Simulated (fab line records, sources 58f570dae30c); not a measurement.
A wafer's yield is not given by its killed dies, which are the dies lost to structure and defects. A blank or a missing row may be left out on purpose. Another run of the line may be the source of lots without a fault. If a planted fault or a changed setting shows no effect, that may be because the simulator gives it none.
Comparing a struck lot with a sound one :: flow berkeley_cmos170 :: 26 out of 331 route steps
Sound: the wafers L702.1, L702.2, L702.6. The struck wafers were L710.1, L710.4, L710.5. The cause is given at the end.
Each step with rows lists, per side, the tool, then ch with its chambers, then its first start. Under that, the readings that differ: sound wafers :: struck wafers :: difference of the means :: sigmas: that difference in standard deviations of wafers without a fault.
alike: words and numbers the same on both sides, and readings whose means are apart by under 2 such deviations; not compared: readings that were withheld, readings missing a value for some wafer, numbers with overlapping values and no deviation given by the record, and bounds like >300 which may hide the same value.
Wherever a step has rows on one side only, a row that says differs or no value, or a row with sigmas, the two part there. Non-overlapping numbers with no deviation appear without sigmas and do not part them. A reading missing from all wafers of one side parts the sides only when that side holds two or more wafers.

first, 5 steps without rows for these wafers: UCB170_CONTACT_COAT_10 (resist thk 900 nm); UCB170_CONTACT_SOFTBAKE_11 (time 60 s); UCB170_CONTACT_EXPOSE_12 (exposes mask CONT, target cd 700 nm); UCB170_CONTACT_PEB_13; UCB170_CONTACT_DEVELOP_14 (develop time 45 s).
UCB170_CONTACT_CD_MEAS_15 targets a cd of 700 nm.
  sound on cd_sem-02, day 8 01:27; struck on cd_sem-01, day 9 19:19
  alike: cd_nm
UCB170_CONTACT_OVL_MEAS_16:
  sound on overlay-01, day 8 01:34; struck on overlay-01, day 9 19:26
  alike: CONTACT_OVL
UCB170_CONTACT_ETCH_17: etches BARC in N2/H2.
  sound on rie_diel-02 ch 0,2,3, day 8 01:36; struck on rie_diel-01 ch 1,3, day 9 19:29
  alike: chamber_pressure_mTorr, drypump_motor_current_A, oes_product_au, throttle_valve_pct
UCB170_CONTACT_ETCH_18: etches PSG in CHF3/CF4/Ar, stops on TiSi2, target depth 840 nm, time 195 s.
  sound: rie_diel-02 ch 0,2,3; struck: rie_diel-01 ch 1,3
  alike: cf4_flow_sccm, chamber_pressure_mTorr, drypump_motor_current_A, oes_product_au, throttle_valve_pct
  not compared: rf_hours_counter_h
UCB170_CONTACT_STRIP_19: strips in O2.
  sound on plasma_asher-02 ch 0,1, day 8 01:46; struck on plasma_asher-01 ch 0,1, day 9 19:39
  alike: chamber_pressure_mTorr, drypump_motor_current_A, oes_product_au
  not compared: rf_hours_counter_h
UCB170_CONTACT_CD_MEAS_90 targets a cd of 700 nm.
  sound on cd_sem-02, day 8 01:52; struck on cd_sem-02, day 9 19:45
  alike: cd_nm
then, 1 step without rows for these wafers: UCB170_CONTACT_CLEAN_20 (cleans in SPM, time 600 s).
UCB170_M1_SPUTTER_00: material Al, target thk 600 nm, time 80 s.
  sound on pvd_sputter-02, day 8 02:11; struck on pvd_sputter-01, day 9 20:02
reading: model.Al_of_M1_SPUTTER_00.thk_nm (nm)
sound: 596 598.3 595.9
struck: 838.4 833.4 831.5
difference: +237.7
sigmas: 
  alike: throttle_valve_pct
UCB170_M1_RS_MEAS_01: measurement is done with a four-point probe.
  sound on film_metro-01, day 8 02:14; struck on film_metro-01, day 9 20:06
reading: M1_AL_RS (ohm/sq)
sound: 0.0489 0.0486 0.0489
struck: 0.0346 0.0347 0.0349
difference: -0.0141
sigmas: -24
UCB170_M1_THK_MEAS_02: measures by xrf.
  sound on film_metro-01, day 8 02:22; struck on film_metro-01, day 9 20:13
reading: M1_AL_THK (nm)
sound: 602 604 600
struck: 848 845 838
difference: +242
sigmas: +29
then, 6 steps without rows for these wafers: UCB170_M1_COAT_03; UCB170_M1_COAT_04 (resist thk 900 nm); UCB170_M1_SOFTBAKE_05 (time 60 s); UCB170_M1_EXPOSE_06 (exposes mask METAL1, target cd 700 nm); UCB170_M1_PEB_07; UCB170_M1_DEVELOP_08 (develop time 45 s).
UCB170_M1_CD_MEAS_09 targets a cd of 700 nm.
  sound on cd_sem-02, day 8 04:08; struck on cd_sem-01, day 9 22:13
  alike: cd_nm
UCB170_M1_OVL_MEAS_10:
  sound on overlay-01, day 8 04:16; struck on overlay-02, day 9 22:20
  alike: M1_OVL
UCB170_M1_ETCH_11: etches BARC in N2/H2.
  sound on rie_diel-04 ch 0,1,2, day 8 04:17; struck on rie_diel-03 ch 1,2,3, day 9 22:23
  alike: chamber_pressure_mTorr, drypump_motor_current_A, oes_product_au, throttle_valve_pct
UCB170_M1_METAL_ETCH_12: etches Al in Cl2/BCl3, stops on PSG, target depth 780 nm, time 130 s.
  sound on rie_metal-01 ch 0,1, day 8 04:20; struck on rie_metal-01 ch 0, day 9 22:25
reading: oes_product_au (a.u.)
sound: 0.874 0.871 0.872
struck: 1.009 1.022 1.019
difference: +0.144
sigmas: +10
  alike: chamber_pressure_mTorr, drypump_motor_current_A, mfc_cl2_sccm, throttle_valve_pct
  not compared: rf_hours_counter_h
UCB170_M1_STRIP_13: strips in O2.
  sound on plasma_asher-03 ch 0,1, day 8 04:28; struck on plasma_asher-02 ch 0,1, day 9 22:34
  alike: chamber_pressure_mTorr, drypump_motor_current_A, oes_product_au
  not compared: rf_hours_counter_h

== WHERE THEY PART ==
First at UCB170_M1_RS_MEAS_01; last, within this record, at UCB170_M1_METAL_ETCH_12. Later steps at which nothing parts them and some readings are alike: UCB170_M1_STRIP_13.

WHY: whatever the simulator had introduced
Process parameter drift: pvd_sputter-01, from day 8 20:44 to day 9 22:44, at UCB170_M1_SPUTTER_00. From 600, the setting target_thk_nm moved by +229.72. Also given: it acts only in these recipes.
